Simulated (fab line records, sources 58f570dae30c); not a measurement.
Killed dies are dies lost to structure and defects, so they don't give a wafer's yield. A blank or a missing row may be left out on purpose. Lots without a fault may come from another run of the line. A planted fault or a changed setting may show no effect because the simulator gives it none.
One fault seen from 2 desks | flow berkeley_cmos170 | each desk has only its own numbers; what lay behind them comes last

THE TOOL OWNER'S DESK: wet_bench-03
The tool's own readings at UCB170_GATE_WET_ETCH_00 (etches SiO2 in dHF, time 200 s): means of the sampled wafers that have a number, for each lot that ran on this tool. A lot is out of limits, marked OUT, if its mean lies more than 4 standard deviations from the usual mean; the brackets give that distance.
Columns: A = bath_heat_duty_pct at UCB170_GATE_WET_ETCH_00, usual 6.3 %; B = run_length_s at UCB170_GATE_WET_ETCH_00, usual 230 s
lot  | first seen here | A   | B
L650 | day 6 23:51     | 6.1 | 226
L654 | day 7 20:15     | 6.6 | 233
L656 | day 7 21:05     | 6.3 | 233
L653 | day 7 21:55     | 5.9 | 233
L661 | day 8 09:33     | 6.0 | 226
L660 | day 8 10:00     | 5.7 | 224
L664 | day 9 09:57     | 5.8 | 227
L669 | day 10 22:08    | 5.8 | 225
This desk's finding: nothing out of limits on any of the 8 lots.

THE METROLOGY DESK
What the gauges read, lot by lot, whatever tool the lot ran on: means of the sampled wafers that have a number. A lot is out of limits, marked OUT, if its mean lies more than 4 standard deviations from the usual mean; the brackets give that distance.
Columns: A = NWELL_OXIDE_THK at UCB170_NWELL_THK_MEAS_02, usual 26.6 nm; B = PFIELD_TW at UCB170_PFIELD_TW_MEAS_09, usual 594; C = SCREENOX_OXIDE_THK at UCB170_SCREENOX_THK_MEAS_02, usual 14.40 nm; D = FIELD_OXIDE_LEFT_2_THK at UCB170_FIELD_THK_MEAS_91, usual 354 nm
lot  | first seen here | A    | B   | C     | D
L650 | day 3 10:11     | 26.5 | 583 | 14.52 | 358
L653 | day 3 17:23     | 27.1 | 600 | 14.70 | 370
L654 | day 3 23:14     | 26.0 | 588 | 14.26 | 363
L655 | day 4 06:20     | 26.9 | 587 | 14.21 | 391
L656 | day 4 06:21     | 27.5 | 589 | 14.64 | 334
L657 | day 4 18:34     | 26.9 | 607 | 14.19 | 360
L659 | day 5 00:34     | 26.3 | 584 | 14.32 | 399 (+4.5) OUT
L660 | day 5 00:38     | 26.6 | 607 | 14.28 | 351
L661 | day 5 00:40     | 26.8 | 608 | 14.15 | 354
L664 | day 5 13:29     | 26.7 | 606 | 14.61 | 364
L666 | day 6 03:50     | 26.4 | 579 | 14.42 | 340
L667 | day 6 06:50     | 26.5 | 581 | 14.47 | 340
L668 | day 6 12:29     | 27.0 | 605 | 14.16 | 345
L669 | day 6 17:04     | 26.7 | 601 | 14.35 | 354
This desk's finding: out of limits on L659; first on L659, day 8 09:38 (FIELD_OXIDE_LEFT_2_THK at UCB170_FIELD_THK_MEAS_91). In limits: L650, L653, L654, L655, L656, L657, L660, L661, L664, L666, L667, L668, L669.

PUT TOGETHER
The metrology desk could have raised an alarm at day 8 09:38, on L659.
The tool owner's desk saw nothing out of limits.
The tool owner's desk has no number on record for L659.
Of the lots named, all ran UCB170_GATE_WET_ETCH_00 on wet_bench-03.

WHAT THE SIMULATOR HAD PUT IN
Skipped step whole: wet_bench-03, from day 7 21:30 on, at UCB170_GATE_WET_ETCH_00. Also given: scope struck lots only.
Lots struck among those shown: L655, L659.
Hours from the fault's start to each desk's first reading out of limits: the metrology desk, 12.
